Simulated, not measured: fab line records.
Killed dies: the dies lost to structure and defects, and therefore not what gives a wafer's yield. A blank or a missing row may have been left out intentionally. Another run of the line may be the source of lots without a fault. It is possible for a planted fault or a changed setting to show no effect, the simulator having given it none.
fab line records    flow rit_cmos
[record] lots = 6  wafers = 18  last_day = 7
route steps=202 shown CONTACT@172 M1@184
lots with no fault: from the same line, run without faults
start_h: start of the lot's first displayed wafer, in hours after the record's first day    wait_h: how many hours have passed since the lot's step before this one    " identical to the entry in the row above    L1.1+2: several wafers, shown together as one row    - either no value or no given start    * or withheld: withheld    < > ~ a bound
route shown NAME@n: NAME is a module with steps in the file, n the number in the route of the first one    usual: mean/standard deviation taken from wafers without a fault    same: alike in all rows    chamber/n: place in a boat    sites: each site's reading    _std_site: their standard deviation    _edge_site: mean of outer sites minus mean of inner sites    radius_mm: how far each site lies from the wafer's centre    mask NAME#n: copy n    behind: the most recent tool/chamber to have shaped the wafer    hold: the reason the lot was held/the length of the hold in hours/how it ended    device: the n, p or np transistor that did not switch    end of line: the tests these same wafers got at the end of their route    where a step has no rows: the recipe by itself    killed: not the wafer's yield, but the dies lost to structure and defects at the first sort    map: a wafer's dies, x killed, . not, _ none there
set.NAME: the setting as run; set.NAME@STEP: as run at that earlier step    model.NAME: the simulator's own value behind a step, which no gauge read
certain route steps with their lots: each step a table, each wafer a row
services: when a tool's chamber went out of use (start_h, in hours from the record's first day, below 0 if earlier), for how many hours, and the reason
[[steps]]
[step RIT_CONTACT_SOFTBAKE_04]
[recipe] resist = NOVOLAK  temp_c = 90  time_s = 60
[step RIT_CONTACT_EXPOSE_05]
[recipe] mask_id = M11  na = 0.6  source_shape = conventional  sigma_outer = 0.5  target_cd_nm = 1000  dose_mj = 250
[step RIT_CONTACT_PEB_06]
[recipe] resist = NOVOLAK  temp_c = withheld  time_s = withheld
[step RIT_CONTACT_DEVELOP_07]
[recipe] resist = NOVOLAK  develop_time_s = 120  dev_temp_c = 23
[step RIT_CONTACT_CD_MEAS_08]
[recipe] target_cd_nm = 1000
[usual] cd_nm = 1000.0/2.4
lot.wafer  tool       chamber  start_h  wait_h  cd_nm
L736.2     cd_sem-01  -        67.28    -       997.8
L736.3     "          -        "        "       994.4
L736.6     "          -        "        "       993.9
L742.1     cd_sem-01  -        98.03    -       998.7
L742.3     "          -        "        "       997.5
L742.6     "          -        "        "       998.7
L745.2     cd_sem-01  -        111.81   -       1000.2
L745.3     "          -        "        "       999.6
L745.6     "          -        "        "       1002.2
L750.1     cd_sem-01  -        139.20   -       1000.7
L750.3     "          -        "        "       1003.0
L750.5     "          -        "        "       1001.1
L751.1     cd_sem-01  -        142.85   -       1000.8
L751.5     "          -        "        "       1000.3
L751.6     "          -        "        "       1000.3
L753.1     cd_sem-01  -        152.63   -       995.3
L753.2     "          -        "        "       996.5
L753.6     "          -        "        "       996.6
[step RIT_CONTACT_OVL_MEAS_09]
[usual] CONTACT_OVL = 0.2/1.5
lot.wafer  tool        chamber  start_h  wait_h  CONTACT_OVL[nm]
L736.2     overlay-02  -        67.39    0.1     1.0
L736.3     "           -        "        "       -0.8
L736.6     "           -        "        "       1.5
L742.1     overlay-01  -        98.15    0.1     1.3
L742.3     "           -        "        "       2.2
L742.6     "           -        "        "       -0.1
L745.2     overlay-01  -        111.92   0.1     -0.2
L745.3     "           -        "        "       1.3
L745.6     "           -        "        "       1.2
L750.1     overlay-01  -        139.32   0.1     -1.1
L750.3     "           -        "        "       -1.0
L750.5     "           -        "        "       1.9
L751.1     overlay-01  -        142.97   0.1     1.9
L751.5     "           -        "        "       4.0
L751.6     "           -        "        "       2.9
L753.1     overlay-01  -        152.75   0.1     1.5
L753.2     "           -        "        "       1.3
L753.6     "           -        "        "       2.6
[step RIT_CONTACT_HARDBAKE_10]
[recipe] resist = NOVOLAK  temp_c = 140  time_s = 60
[step RIT_CONTACT_ETCH_11]
[recipe] target_depth_a = 4800  over_etch_frac = 0.2  stop_on = TiSi2  chemistry = CHF3/CF4/Ar  target = SiO2  CHF3_flow_sccm = 50  cf4_flow_sccm = 10  Ar_flow_sccm = 100  O2_flow_sccm = 5  pressure_mtorr = 100  rf_w = 200  time_s = 320
[usual] drypump_motor_current_A = 5.5/0.48  oes_product_au = 0.990/0.015  throttle_valve_pct = 8.83/0.12
lot.wafer  tool         chamber  start_h  wait_h  drypump_motor_current_A  oes_product_au  rf_hours_counter_h  throttle_valve_pct
L736.2     rie_diel-02  2        67.57    0.1     6.0                      0.996           129                 9.02
L736.3     "            0        "        "       4.9                      0.969           4                   8.81
L736.6     "            0        "        "       4.9                      0.966           -                   8.83
L742.1     rie_diel-04  3        98.34    0.1     5.4                      0.982           2                   8.75
L742.3     "            2        "        "       5.0                      0.996           27                  8.84
L742.6     "            1        "        "       5.4                      1.019           -                   8.87
L745.2     rie_diel-02  0        112.10   0.1     4.9                      0.958           5                   8.81
L745.3     "            1        "        "       5.6                      1.008           0                   8.84
L745.6     "            2        "        "       6.0                      1.001           -                   9.02
L750.1     rie_diel-04  0        139.51   0.1     5.9                      0.977           5                   8.72
L750.3     "            2        "        "       5.0                      0.985           28                  8.83
L750.5     "            1        "        "       5.4                      1.019           -                   8.87
L751.1     rie_diel-02  0        143.16   0.1     4.9                      0.968           5                   8.81
L751.5     "            2        "        "       6.0                      1.004           -                   9.01
L751.6     "            3        "        "       4.9                      0.987           -                   8.75
L753.1     rie_diel-04  0        152.94   0.1     5.9                      0.987           5                   8.72
L753.2     "            2        "        "       5.0                      0.982           28                  8.83
L753.6     "            1        "        "       5.4                      1.021           -                   8.86
[step RIT_CONTACT_STRIP_12]
[recipe] chemistry = O2  time_s = 180  resist = NOVOLAK  platen_temp_c = withheld  power_w = 500  pressure_mtorr = 4000  o2_flow_sccm = 4000
[usual] drypump_motor_current_A = 5.7/0.4
lot.wafer  tool             chamber  start_h  wait_h  drypump_motor_current_A  rf_hours_counter_h
L736.2     plasma_asher-02  0        67.76    0.1     5.1                      30
L736.3     "                1        "        "       6.0                      -
L736.6     "                1        "        "       6.0                      -
L742.1     plasma_asher-01  1        98.53    0.1     6.3                      48
L742.3     "                0        "        "       5.6                      -
L742.6     "                1        "        "       6.3                      -
L745.2     plasma_asher-02  1        112.29   0.1     5.9                      35
L745.3     "                1        "        "       5.9                      -
L745.6     "                1        "        "       5.9                      -
L750.1     plasma_asher-02  1        139.70   0.1     5.9                      38
L750.3     "                1        "        "       5.9                      -
L750.5     "                0        "        "       5.1                      -
L751.1     plasma_asher-04  0        143.35   0.1     5.5                      51
L751.5     "                1        "        "       5.8                      -
L751.6     "                0        "        "       5.5                      -
L753.1     plasma_asher-01  0        153.13   0.1     5.6                      54
L753.2     "                1        "        "       6.3                      54
L753.6     "                0        "        "       5.6                      -
[step RIT_CONTACT_CD_MEAS_90]
[recipe] target_cd_nm = 1000
[usual] cd_nm = 1000.0/2.4
lot.wafer  tool       chamber  start_h  wait_h  cd_nm
L736.2     cd_sem-01  -        67.96    0.1     997.6
L736.3     "          -        "        "       993.9
L736.6     "          -        "        "       994.0
L742.1     cd_sem-01  -        98.71    0.1     998.8
L742.3     "          -        "        "       997.5
L742.6     "          -        "        "       998.7
L745.2     cd_sem-01  -        112.49   0.1     1000.9
L745.3     "          -        "        "       999.2
L745.6     "          -        "        "       1002.6
L750.1     cd_sem-01  -        139.88   0.1     1001.2
L750.3     "          -        "        "       1003.1
L750.5     "          -        "        "       1000.8
L751.1     cd_sem-01  -        143.53   0.1     1000.4
L751.5     "          -        "        "       1000.1
L751.6     "          -        "        "       1000.3
L753.1     cd_sem-01  -        153.32   0.1     995.4
L753.2     "          -        "        "       996.2
L753.6     "          -        "        "       996.0
[step RIT_CONTACT_CLEAN_13]
[recipe] chemistry = SC1  mix = 3:3:50  time_s = 600  temp_c = 75
[step RIT_CONTACT_CLEAN_14]
[recipe] chemistry = SC2  mix = 3:3:50  time_s = 600  temp_c = 75  dry = n2_spin
[step RIT_M1_SPUTTER_00]
[recipe] material = Al  target_thk_nm = 400  power_w = 2000  chamber_pressure_pa = 0.4  gas = Ar  time_s = 500  substrate_temp_c = 25
[usual] throttle_valve_pct = 30.5/1
lot.wafer  tool            chamber  start_h  wait_h  throttle_valve_pct  model.Al_of_M1_SPUTTER_00.thk_nm
L736.2     pvd_sputter-01  -        68.41    0.0     31.7                404.8
L736.3     "               -        "        "       29.0                400
L736.6     "               -        "        "       31.7                402.2
L742.1     pvd_sputter-03  -        99.19    0.0     30.3                396.5
L742.3     "               -        "        "       30.3                398.1
L742.6     "               -        "        "       31.0                400.2
L745.2     pvd_sputter-01  -        112.97   0.0     28.8                395.2
L745.3     "               -        "        "       31.8                398.6
L745.6     "               -        "        "       31.4                394.8
L750.1     pvd_sputter-03  -        140.35   0.0     29.0                399.1
L750.3     "               -        "        "       30.2                396.2
L750.5     "               -        "        "       28.8                399.9
L751.1     pvd_sputter-01  -        144.00   0.0     31.8                442.9
L751.5     "               -        "        "       31.8                442
L751.6     "               -        "        "       29.3                395.6
L753.1     pvd_sputter-01  -        153.79   0.0     29.3                412.2
L753.2     "               -        "        "       31.4                410.1
L753.6     "               -        "        "       31.8                454.3
[step RIT_M1_RS_MEAS_01]
[recipe] thk_meas_gauge = four-point-probe  reads = Al_of_M1_SPUTTER_00
[usual] M1_AL_RS = 0.0734/0.00078
lot.wafer  tool           chamber  start_h  wait_h  M1_AL_RS[ohm/sq]
L736.2     film_metro-02  -        68.72    0.2     0.0727
L736.3     "              -        "        "       0.0733
L736.6     "              -        "        "       0.0730
L742.1     film_metro-04  -        99.49    0.1     0.0740
L742.3     "              -        "        "       0.0736
L742.6     "              -        "        "       0.0734
L745.2     film_metro-04  -        113.28   0.2     0.0740
L745.3     "              -        "        "       0.0735
L745.6     "              -        "        "       0.0743
L750.1     film_metro-02  -        140.64   0.1     0.0737
L750.3     "              -        "        "       0.0742
L750.5     "              -        "        "       0.0735
L751.1     film_metro-01  -        144.29   0.1     0.0662
L751.5     "              -        "        "       0.0663
L751.6     "              -        "        "       0.0743
L753.1     film_metro-04  -        154.08   0.1     0.0711
L753.2     "              -        "        "       0.0715
L753.6     "              -        "        "       0.0644
[step RIT_M1_THK_MEAS_02]
[recipe] thk_meas_gauge = xrf  reads = Al_of_M1_SPUTTER_00
[usual] M1_AL_THK = 399/4.5
lot.wafer  tool           chamber  start_h  wait_h  M1_AL_THK[nm]
L736.2     film_metro-02  -        68.83    0.1     402
L736.3     "              -        "        "       398
L736.6     "              -        "        "       402
L742.1     film_metro-04  -        99.61    0.1     396
L742.3     "              -        "        "       397
L742.6     "              -        "        "       401
L745.2     film_metro-04  -        113.39   0.1     396
L745.3     "              -        "        "       400
L745.6     "              -        "        "       393
L750.1     film_metro-02  -        140.76   0.1     398
L750.3     "              -        "        "       398
L750.5     "              -        "        "       399
L751.1     film_metro-01  -        144.41   0.1     444
L751.5     "              -        "        "       439
L751.6     "              -        "        "       394
L753.1     film_metro-04  -        154.20   0.1     411
L753.2     "              -        "        "       410
L753.6     "              -        "        "       456
[step RIT_M1_HMDS_03]
[recipe] prime_time_s = 60  prime_temp_c = 140
[step RIT_M1_COAT_04]
[recipe] resist = NOVOLAK  spin_rpm = 2000  resist_thk_nm = 1300
[step RIT_M1_SOFTBAKE_05]
[recipe] resist = NOVOLAK  temp_c = 90  time_s = 60
[step RIT_M1_EXPOSE_06]
[recipe] mask_id = M12  na = 0.6  source_shape = conventional  sigma_outer = 0.5  target_cd_nm = 2600  dose_mj = 250
[step RIT_M1_PEB_07]
[recipe] resist = NOVOLAK  temp_c = withheld  time_s = withheld
[step RIT_M1_DEVELOP_08]
[recipe] resist = NOVOLAK  develop_time_s = 68  dev_temp_c = 23
[step RIT_M1_CD_MEAS_09]
[recipe] target_cd_nm = 2600
[usual] cd_nm = 2601.0/2.1
lot.wafer  tool       chamber  start_h  wait_h  cd_nm
L736.2     cd_sem-01  -        69.91    -       2598.9
L736.3     "          -        "        "       2599.3
L736.6     "          -        "        "       2598.8
L742.1     cd_sem-01  -        100.55   -       2598.2
L742.3     "          -        "        "       2599.1
L742.6     "          -        "        "       2601.5
L745.2     cd_sem-01  -        114.34   -       2601.6
L745.3     "          -        "        "       2603.7
L745.6     "          -        "        "       2602.0
L750.1     cd_sem-01  -        141.77   -       2599.0
L750.3     "          -        "        "       2596.8
L750.5     "          -        "        "       2597.6
L751.1     cd_sem-01  -        145.35   -       2599.9
L751.5     "          -        "        "       2600.3
L751.6     "          -        "        "       2601.5
L753.1     cd_sem-02  -        155.26   -       2600.1
L753.2     "          -        "        "       2603.1
L753.6     "          -        "        "       2602.0
[step RIT_M1_OVL_MEAS_10]
[usual] M1_OVL = -0.1/1.5
lot.wafer  tool        chamber  start_h  wait_h  M1_OVL[nm]
L736.2     overlay-02  -        70.02    0.1     0.1
L736.3     "           -        "        "       1.8
L736.6     "           -        "        "       1.4
L742.1     overlay-01  -        100.67   0.1     0.0
L742.3     "           -        "        "       0.6
L742.6     "           -        "        "       0.7
L745.2     overlay-02  -        114.45   0.1     -0.5
L745.3     "           -        "        "       1.7
L745.6     "           -        "        "       -0.1
L750.1     overlay-01  -        141.89   0.1     0.0
L750.3     "           -        "        "       0.2
L750.5     "           -        "        "       -0.7
L751.1     overlay-02  -        145.47   0.1     1.4
L751.5     "           -        "        "       -0.3
L751.6     "           -        "        "       0.2
L753.1     overlay-01  -        155.38   0.1     -3.5
L753.2     "           -        "        "       -2.1
L753.6     "           -        "        "       -2.9
[step RIT_M1_HARDBAKE_11]
[recipe] resist = NOVOLAK  temp_c = 140  time_s = 120
[step RIT_M1_METAL_ETCH_12]
[recipe] stop_on = SiO2  chemistry = Cl2/BCl3  target = Al  time_s = 165  over_etch_frac = 0.5  pressure_mtorr = 100  target_depth_a = 6000  rf_w = 250  Cl2_flow_sccm = 60  bcl3_flow_sccm = 50
[usual] drypump_motor_current_A = 5.6/0.61  he_backside_leak_sccm = 3.34/0.28  oes_product_au = 0.769/0.01  throttle_valve_pct = 8.32/0.067
lot.wafer  tool          chamber  start_h  wait_h  drypump_motor_current_A  he_backside_leak_sccm  oes_product_au  rf_hours_counter_h  throttle_valve_pct
L736.2     rie_metal-04  1        70.32    0.2     5.0                      2.95                   0.762           2.3                 8.31
L736.3     "             0        "        "       5.3                      3.38                   0.788           -                   8.46
L736.6     "             1        "        "       5.1                      2.91                   0.768           -                   8.32
L742.1     rie_metal-04  1        101.00   0.2     5.0                      3.01                   0.752           2.7                 8.33
L742.3     "             0        "        "       5.3                      3.78                   0.784           -                   8.45
L742.6     "             0        "        "       5.3                      3.59                   0.786           -                   8.42
L745.2     rie_metal-04  1        114.73   0.2     5.1                      3.29                   0.758           2.9                 8.32
L745.3     "             1        "        "       5.1                      3.09                   0.756           -                   8.33
L745.6     "             0        "        "       5.3                      3.38                   0.779           -                   8.45
L750.1     rie_metal-04  1        142.19   0.2     5.1                      2.93                   0.764           3.2                 8.32
L750.3     "             0        "        "       5.3                      3.61                   0.779           -                   8.46
L750.5     "             0        "        "       5.3                      3.67                   0.783           -                   8.44
L751.1     rie_metal-01  1        145.76   0.2     6.7                      3.62                   0.818           1.5                 8.26
L751.5     "             1        "        "       6.7                      3.82                   0.816           -                   8.25
L751.6     "             0        "        "       6.3                      3.16                   0.767           -                   8.32
L753.1     rie_metal-04  1        155.67   0.2     5.0                      3.15                   0.774           3.4                 8.32
L753.2     "             0        "        "       5.4                      3.51                   0.793           7.7                 8.43
L753.6     "             1        "        "       5.1                      3.12                   0.821           -                   8.32
[step RIT_M1_STRIP_13]
[recipe] chemistry = nmp  resist = NOVOLAK  temp_c = 80  time_s = 600  dry = n2_spin
[step RIT_M1_PROBE_99]
[usual] defect_limited_yield = 97.4/1.2  killed_at_front_end = 7/3.1  killed_dies = 7/3.1  killed_open = 3.6/2.3  killed_short = 3.2/2  sort_bin_3_pad_short = 0.1/0.22  sort_bin_5_function = 1.5/0.87  sort_bin_6_memory = 0.9/0.64  sort_n_pass = 257/3.1  sort_yield_pct = 97.4/1.2
[same] gross_dies = 264  killed_at_M0_to_M3 = 0  killed_at_M4_up = 0  killed_at_back_side = 0  killed_at_contacts = 0  killed_at_other = 0
lot.wafer  tool       chamber  start_h  wait_h  defect_limited_yield[%]  killed_at_front_end  killed_dies  killed_open  killed_short  sort_bin_3_pad_short[%]  sort_bin_5_function[%]  sort_bin_6_memory[%]  sort_n_pass  sort_yield_pct[%]  model.etest.m1.rs_ohm_sq
L736.2     prober-01  -        73.61    0.1     96.2                     10                   10           3            7             0.8                      1.1                     1.9                   254          96.2               0.07148
L736.3     prober-01  -        73.66    0.2     98.1                     5                    5            4            1             0                        0.8                     1.1                   259          98.1               0.07221
L736.6     prober-01  -        73.81    0.2     98.5                     4                    4            2            2             0                        1.5                     0                     260          98.5               0.07232
L742.1     prober-02  -        104.68   0.1     98.1                     5                    5            4            1             0                        1.5                     0.4                   259          98.1               0.07335
L742.3     prober-02  -        104.78   0.2     97.3                     7                    7            3            4             0.4                      2.3                     0                     257          97.3               0.07272
L742.6     prober-02  -        104.93   0.2     98.1                     5                    5            3            2             0.4                      0.8                     0.8                   259          98.1               0.07286
L745.2     prober-01  -        117.05   0.1     99.6                     1                    1            1            0             0                        0                       0.4                   263          99.6               0.07323
L745.3     prober-01  -        117.10   0.2     98.1                     5                    5            4            1             0                        1.5                     0.4                   259          98.1               0.07312
L745.6     prober-01  -        117.25   0.2     97.7                     6                    6            4            2             0                        1.5                     0.8                   258          97.7               0.07336
L750.1     prober-02  -        144.47   0.1     97.3                     7                    7            4            3             0.4                      1.5                     0.8                   257          97.3               0.07302
L750.3     prober-02  -        144.57   0.2     96.6                     9                    9            5            4             0                        1.9                     1.5                   255          96.6               0.07284
L750.5     prober-02  -        144.67   0.2     97.7                     6                    6            4            2             0                        1.5                     0.8                   258          97.7               0.07269
L751.1     prober-01  -        148.44   0.1     98.9                     3                    3            3            0             0                        0.4                     0.8                   261          98.9               0.06617
L751.5     prober-01  -        148.64   0.2     96.6                     9                    9            7            2             0                        3.0                     0.4                   255          96.6               0.06593
L751.6     prober-01  -        148.69   0.2     97.7                     6                    6            3            3             0.4                      0.4                     1.5                   258          97.7               0.07377
L753.1     prober-01  -        157.92   0.1     97.3                     7                    7            1            6             0                        2.3                     0.4                   257          97.3               0.07042
L753.2     prober-01  -        157.97   0.1     95.8                     11                   11           8            3             0.4                      1.1                     2.7                   253          95.8               0.07041
L753.6     prober-01  -        158.17   0.2     97.0                     8                    8            6            2             0.4                      1.5                     1.1                   256          97.0               0.06348
// killed by level:class
L736.2 GATE:geometric_particle:short=4 GATE:geometric_particle:open=2 REOX:geometric_particle:short=2 SPACER:geometric_particle:open=1 SILICIDE:geometric_particle:short=1
L736.3 GATE:geometric_particle:open=2 GATE:geometric_particle:short=1 REOX:geometric_particle:open=1 SILICIDE:geometric_particle:open=1
L736.6 ACTIVE:geometric_particle:short=1 REOX:geometric_particle:open=1 SPACER:geometric_particle:short=1 SPACER:geometric_particle:open=1
L742.1 GATE:geometric_particle:open=3 FOX1:geometric_particle:open=1 GATE:geometric_particle:short=1
L742.3 FOX1:geometric_particle:short=2 GATE:geometric_particle:open=1 REOX:geometric_particle:open=1 SPACER:geometric_particle:short=1 SILICIDE:geometric_particle:short=1 SILICIDE:geometric_particle:open=1
L742.6 ACTIVE:geometric_particle:open=1 FOX2:geometric_particle:open=1 GATE:geometric_particle:short=1 REOX:geometric_particle:short=1 REOX:geometric_particle:open=1
L745.2 GATE:geometric_particle:open=1
L745.3 GATE:geometric_particle:open=3 FOX1:geometric_particle:short=1 FOX1:geometric_particle:open=1
L745.6 SPACER:geometric_particle:open=2 FOX1:geometric_particle:open=1 GATE:geometric_particle:open=1 REOX:geometric_particle:short=1 SPACER:geometric_particle:short=1
L750.1 GATE:geometric_particle:open=2 FOX1:geometric_particle:short=1 FOX2:geometric_particle:open=1 GATE:geometric_particle:short=1 REOX:geometric_particle:short=1 SPACER:geometric_particle:open=1
L750.3 GATE:geometric_particle:short=3 GATE:geometric_particle:open=3 FOX2:geometric_particle:short=1 REOX:geometric_particle:open=1 SPACER:geometric_particle:open=1
L750.5 SILICIDE:geometric_particle:open=3 GATE:geometric_particle:open=1 REOX:geometric_particle:short=1 SPACER:geometric_particle:short=1
L751.1 SPACER:geometric_particle:open=2 FOX1:geometric_particle:open=1
L751.5 SPACER:geometric_particle:open=4 FOX1:geometric_particle:open=1 GATE:geometric_particle:open=1 REOX:geometric_particle:short=1 REOX:geometric_particle:open=1 SPACER:geometric_particle:short=1
L751.6 GATE:geometric_particle:short=3 GATE:geometric_particle:open=2 FOX1:geometric_particle:open=1
L753.1 FOX1:geometric_particle:short=2 GATE:geometric_particle:short=2 FOX1:geometric_particle:open=1 SPACER:geometric_particle:short=1 SILICIDE:geometric_particle:short=1
L753.2 SILICIDE:geometric_particle:open=5 ACTIVE:geometric_particle:open=1 FOX2:geometric_particle:short=1 GATE:geometric_particle:short=1 REOX:geometric_particle:open=1 SPACER:geometric_particle:short=1 SPACER:geometric_particle:open=1
L753.6 SPACER:geometric_particle:open=2 SILICIDE:geometric_particle:open=2 FOX2:geometric_particle:open=1 GATE:geometric_particle:short=1 REOX:geometric_particle:open=1 SILICIDE:geometric_particle:short=1
[[services]]
tool            chamber  start_h  hours  kind
rie_diel-02     1        62.13    7.9    repair
rie_diel-02     1        70.61    -      clean
rie_diel-02     1        70.61    32.2   scheduled_down
rie_diel-02     1        70.61    32.2   vent_cycle
rie_diel-04     3        72.09    5.3    repair
rie_diel-04     2        77.27    13.9   repair
rie_diel-02     2        84.52    5.5    repair
pvd_sputter-03  -        110.27   1.6    repair
rie_diel-04     3        115.19   26.2   repair
rie_metal-01    -        125.85   0.5    repair
pvd_sputter-01  -        126.03   1.9    repair
rie_diel-02     2        127.60   4.6    repair
rie_metal-01    -        141.85   2.8    pm
[[key]]
[first_sign] step = RIT_M1_RS_MEAS_01  reading = M1_AL_RS  direction = down  sigmas = 10  usual = 0.0734  struck = 0.0656
[effect] step = RIT_M1_THK_MEAS_02  reading = M1_AL_THK  direction = up  sigmas = 11  usual = 399  struck = 447
[effect] step = RIT_M1_METAL_ETCH_12  reading = oes_product_au  direction = up  sigmas = 4.8  usual = 0.769  struck = 0.819
[model_effect] step = RIT_M1_SPUTTER_00  value = Al_of_M1_SPUTTER_00.thk_nm  without = 402.8  struck = 446.4
[model_effect] step = RIT_M1_PROBE_99  value = etest.m1.rs_ohm_sq  without = 0.07223  struck = 0.06519
met_at RIT_M1_SPUTTER_00
struck_wafers L751.1,L751.5,L753.6
onset_between 112.97 144.00
[fault] kind = process_parameter_drift  tool = pvd_sputter-01  chamber = -  onset_h = 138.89  steps = RIT_M1_SPUTTER_00  channel = time_s  offset = *  shape = step  end_h = 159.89  stated = *  scope = struck_wafers_only
